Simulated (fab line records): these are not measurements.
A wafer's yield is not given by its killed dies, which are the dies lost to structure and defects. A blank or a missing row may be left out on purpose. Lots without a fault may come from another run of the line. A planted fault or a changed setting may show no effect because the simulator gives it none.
The tool behind it: which one? | flow rit-cmos | 12 lots, 36 wafers sampled, at 3 steps of a route of 202

## WHAT THE GAUGES READ, wafer by wafer
RIT_SILICIDE_RS_MEAS_02: measurement is done with a four-point probe. Usual: SILICIDE_TI_RS typically reads 47.5 ohm/sq, with standard deviation 0.65.
lot  | measured    | on            | SILICIDE_TI_RS (ohm/sq) | flag
L439 | day 3 01:31 | film-metro-01 | 46.3 46.4 46.5          |
L440 | day 3 07:43 | film-metro-01 | 47.8 47.3 47.7          |
L441 | day 3 12:36 | film-metro-03 | 47.7 47.6 47.8          |
L444 | day 4 02:37 | film-metro-03 | 58.8 48.3 47.8          | OFF
L453 | day 6 00:39 | film-metro-03 | 47.4 46.8 47.2          |
L455 | day 6 10:14 | film-metro-04 | 48.1 48.4 48.2          |
L457 | day 6 20:04 | film-metro-03 | 46.6 46.2 46.5          |
L458 | day 7 01:48 | film-metro-04 | 48.1 47.8 48.5          |
L459 | day 7 06:41 | film-metro-04 | 47.3 46.7 47.4          |
L460 | day 7 10:48 | film-metro-04 | 47.8 48.0 47.9          |
L461 | day 7 15:40 | film-metro-03 | 46.6 46.7 46.3          |
L462 | day 7 20:13 | film-metro-01 | 46.8 47.9 47.7          |

RIT_SILICIDE_THK_MEAS_03: measures by xrf. Usual: SILICIDE_TI_THK typically reads 30.6 nm, with standard deviation 0.34.
lot  | measured    | on            | SILICIDE_TI_THK (nm) | flag
L439 | day 3 01:37 | film-metro-01 | 31.2 31.0 31.0       |
L440 | day 3 07:48 | film-metro-01 | 30.3 30.8 30.5       |
L441 | day 3 12:43 | film-metro-03 | 30.4 30.6 30.5       |
L444 | day 4 02:44 | film-metro-03 | 25.7 30.1 30.3       | OFF
L453 | day 6 00:45 | film-metro-03 | 30.8 31.0 30.9       |
L455 | day 6 10:20 | film-metro-04 | 30.2 30.1 30.3       |
L457 | day 6 20:10 | film-metro-03 | 31.2 31.4 31.2       |
L458 | day 7 01:55 | film-metro-04 | 30.3 30.5 30.2       |
L459 | day 7 06:47 | film-metro-04 | 30.9 31.1 30.7       |
L460 | day 7 10:55 | film-metro-04 | 30.5 30.4 30.4       |
L461 | day 7 15:47 | film-metro-03 | 31.1 31.0 31.1       |
L462 | day 7 20:20 | film-metro-01 | 30.9 30.5 30.4       |

## EACH LOT AND THE TOOL THAT RAN IT (in order: tool; ch and the chambers of the sampled wafers; start)
lot  | RIT_SILICIDE_SPUTTER_01
L439 | pvd-sputter-02, day 3 01:19
L440 | pvd-sputter-03, day 3 07:30
L441 | pvd-sputter-02, day 3 12:27
L444 | pvd-sputter-03, day 4 02:27
L453 | pvd-sputter-01, day 6 00:28
L455 | pvd-sputter-01, day 6 10:02
L457 | pvd-sputter-01, day 6 19:52
L458 | pvd-sputter-03, day 7 01:39
L459 | pvd-sputter-01, day 7 06:31
L460 | pvd-sputter-03, day 7 10:38
L461 | pvd-sputter-01, day 7 15:31
L462 | pvd-sputter-03, day 7 20:04
- RIT_SILICIDE_SPUTTER_01: material Ti, target thk 30 nm, time 240 s.

## WHAT THE TOOLS THEMSELVES READ (means of the sampled wafers that have a number; where no wafer has one, the mark that the record gives instead)
RIT_SILICIDE_SPUTTER_01. Usual: cathode-dc-power-W 349.99 W, standard deviation 0.057; chamber-pressure-pa 0.6670 Pa, standard deviation 0.0013; throttle-valve-pct 30.0 %, standard deviation 1.3.
lot  | tool           | cathode-dc-power-W (W) | chamber-pressure-pa (Pa) | throttle-valve-pct (%) | flag
L439 | pvd-sputter-02 | 350.00                 | 0.6657                   | 30.6                   |
L440 | pvd-sputter-03 | 350.01                 | 0.6668                   | 28.7                   |
L441 | pvd-sputter-02 | 350.01                 | 0.6659                   | 30.5                   |
L444 | pvd-sputter-03 | 329.56                 | 0.6678                   | 29.3                   | OFF
L453 | pvd-sputter-01 | 350.01                 | 0.6668                   | 29.1                   |
L455 | pvd-sputter-01 | 349.94                 | 0.6673                   | 29.0                   |
L457 | pvd-sputter-01 | 349.99                 | 0.6687                   | 29.1                   |
L458 | pvd-sputter-03 | 349.97                 | 0.6669                   | 29.9                   |
L459 | pvd-sputter-01 | 349.99                 | 0.6668                   | 29.1                   |
L460 | pvd-sputter-03 | 350.01                 | 0.6683                   | 30.4                   |
L461 | pvd-sputter-01 | 349.98                 | 0.6672                   | 29.1                   |
L462 | pvd-sputter-03 | 349.95                 | 0.6664                   | 30.4                   |

## THE ANSWER, worked out from the rows above alone
Rule: a lot is off if the mean of its wafers that have a number lies more than 3 standard deviations from the usual mean. A lot without any number at a reading at which 4 lots or more have one is off too. All remaining lots with rows at the step are treated as sound. Order of review: gauges by route order, followed by the tools' own readings, for which a lot's mean as printed above is used. At the first step where some lot is off, the reading lying furthest off is the one used; lots without a number count as furthest.
Off: L444, seen at RIT_SILICIDE_RS_MEAS_02 (SILICIDE_TI_RS).
A tool fits if, at a process step before that reading, it ran every lot that is off, and no sound lot after the first of them. The gauges at RIT_SILICIDE_RS_MEAS_02 aren't tried: what is off there is off at RIT_SILICIDE_SPUTTER_01 too, on other tools, and a gauge's error can't cause that. Not one of the candidates tried fits.

## WHAT WAS PUT IN BY THE SIMULATOR
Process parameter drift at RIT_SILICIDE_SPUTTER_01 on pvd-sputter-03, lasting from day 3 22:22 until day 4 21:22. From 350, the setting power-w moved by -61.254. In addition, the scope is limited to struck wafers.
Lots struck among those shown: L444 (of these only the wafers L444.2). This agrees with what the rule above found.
